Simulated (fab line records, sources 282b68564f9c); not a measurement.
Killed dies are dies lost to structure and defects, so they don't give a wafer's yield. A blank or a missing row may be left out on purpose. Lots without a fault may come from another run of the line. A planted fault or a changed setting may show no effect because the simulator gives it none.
Which tool did it? | flow rit_cmos | 6 lots, 18 wafers sampled, at 2 steps of a route of 202

WHAT THE GAUGES READ, wafer by wafer
RIT_PWELL_OVL_MEAS_06.
lot  | measured    | on         | PWELL_OVL (nm)
L273 | day 2 19:17 | overlay-01 | 0.1 -1.2 0.6
L275 | day 3 05:22 | overlay-02 | -0.5 0.1 -0.1
L277 | day 3 14:49 | overlay-01 | -1.8 -1.8 -0.6
L279 | day 4 01:50 | overlay-02 | 0.3 -0.4 -0.6
L281 | day 4 10:05 | overlay-01 | -0.7 -2.4 -1.4
L283 | day 4 21:53 | overlay-01 | - - -

WHICH TOOL RAN EACH LOT (tool, then ch and the chambers of the sampled wafers, then the start)
lot  | RIT_PWELL_EXPOSE_03
L273 | iline_stepper-02 ch 0, day 2 18:53
L275 | iline_stepper-02 ch 0, day 3 04:58
L277 | iline_stepper-01 ch 0, day 3 14:23
L279 | iline_stepper-02 ch 0, day 4 01:25
L281 | iline_stepper-02 ch 0, day 4 09:33
L283 | iline_stepper-01 ch 0, day 4 21:27
- RIT_PWELL_EXPOSE_03: exposes mask M3, target cd 43700 nm.

THE ANSWER, worked out from the rows above alone
Rule: what is usual is taken from the lots themselves. Put in order of their means at a reading, lots are off if they are a third of the lots or fewer, leave a main group of 4 or more, and stand apart from it by a gap of 3 or more times the standard deviation of the main group's means; of several such gaps the widest counts. A main group whose means are all the same, to the digits that the tables above print for the reading, isn't used. A lot without any number at a reading at which 4 lots or more have one is off too. The other lots that the step has rows for count as sound.
Off: L283, at RIT_PWELL_OVL_MEAS_06 (PWELL_OVL). Without a number there: L283. The main group: mean -0.7 nm, standard deviation 0.62.
A tool fits if, at a process step before that reading, it ran every lot that is off, and no sound lot after the first of them. The gauges at RIT_PWELL_OVL_MEAS_06 are tried like those tools. Can't be told from this: 2 tools fit, iline_stepper-01 at RIT_PWELL_EXPOSE_03, overlay-01 at RIT_PWELL_OVL_MEAS_06.

WHAT THE SIMULATOR HAD PUT IN
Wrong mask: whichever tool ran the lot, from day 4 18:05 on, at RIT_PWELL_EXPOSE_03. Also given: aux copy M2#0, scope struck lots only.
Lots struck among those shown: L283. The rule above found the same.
